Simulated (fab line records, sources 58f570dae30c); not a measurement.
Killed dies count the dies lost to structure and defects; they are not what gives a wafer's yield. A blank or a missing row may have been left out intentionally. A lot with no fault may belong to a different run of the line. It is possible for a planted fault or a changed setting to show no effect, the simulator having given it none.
Which tool is to blame?    flow berkeleyCmos170    7 lots, 21 wafers sampled, at 2 steps of a route of 331

== WHAT THE GAUGES SHOWED, per wafer ==
UCB170_NLDD_CD_MEAS_06: target cd 1200 nm.
lot   measured      on        cdNm (nm)
L951  day 8 07:11   cdSem-02  1198.6 1199.7 1200.3
L954  day 8 17:25   cdSem-02  1202.3 1203.5 1203.2
L953  day 8 17:58   cdSem-02  1201.8 1200.7 1200.8
L956  day 10 00:10  cdSem-01  - - -
L960  day 10 00:56  cdSem-01  - - -
L970  day 12 21:04  cdSem-02  1199.1 1199.0 1196.8
L971  day 13 06:03  cdSem-01  1200.6 1200.0 1200.7

== TOOL THAT RAN EACH LOT (tool first, then ch and the chambers of the sampled wafers, then the start) ==
lot   UCB170_NLDD_COAT_01
L951  lithoTrack-03 ch 0, day 8 06:23
L954  lithoTrack-02 ch 0, day 8 16:25
L953  lithoTrack-03 ch 0, day 8 17:17
L956  lithoTrack-03, day 9 22:41
L960  lithoTrack-03, day 9 23:35
L970  lithoTrack-01 ch 0, day 12 20:23
L971  lithoTrack-01 ch 0, day 13 04:39
- UCB170_NLDD_COAT_01: resist thk 900 nm.

== THE ANSWER, worked out from the rows above alone ==
Rule: the usual values come from the lots themselves. The widest of any qualifying gaps counts: lots, ordered by their means at a reading, are off when they make up no more than a third of the lots, leave a main group of 4 or more, and stand apart from it by 3 or more times the standard deviation of that group's means. Not used: any main group whose means are identical at the precision the tables above print for the reading. A lot without any number at a reading at which 4 lots or more have one is off too. All remaining lots with rows at the step are treated as sound.
Off: L956, L960, at UCB170_NLDD_CD_MEAS_06 (cdNm). Without a number there: L956, L960. For the main group the mean is 1200.5 nm and the standard deviation 1.6.
If a tool, at a process step before that reading, ran all the lots that are off and no sound lot after the first of them, it fits. The gauges at UCB170_NLDD_CD_MEAS_06 are tried like those tools. One fits: lithoTrack-03 at UCB170_NLDD_COAT_01. A fault onset in the window from L953 (day 8 17:17, its last sound lot) to L956 (day 9 22:41, its first lot off) fits.

== WHAT THE SIMULATOR HAD INSERTED ==
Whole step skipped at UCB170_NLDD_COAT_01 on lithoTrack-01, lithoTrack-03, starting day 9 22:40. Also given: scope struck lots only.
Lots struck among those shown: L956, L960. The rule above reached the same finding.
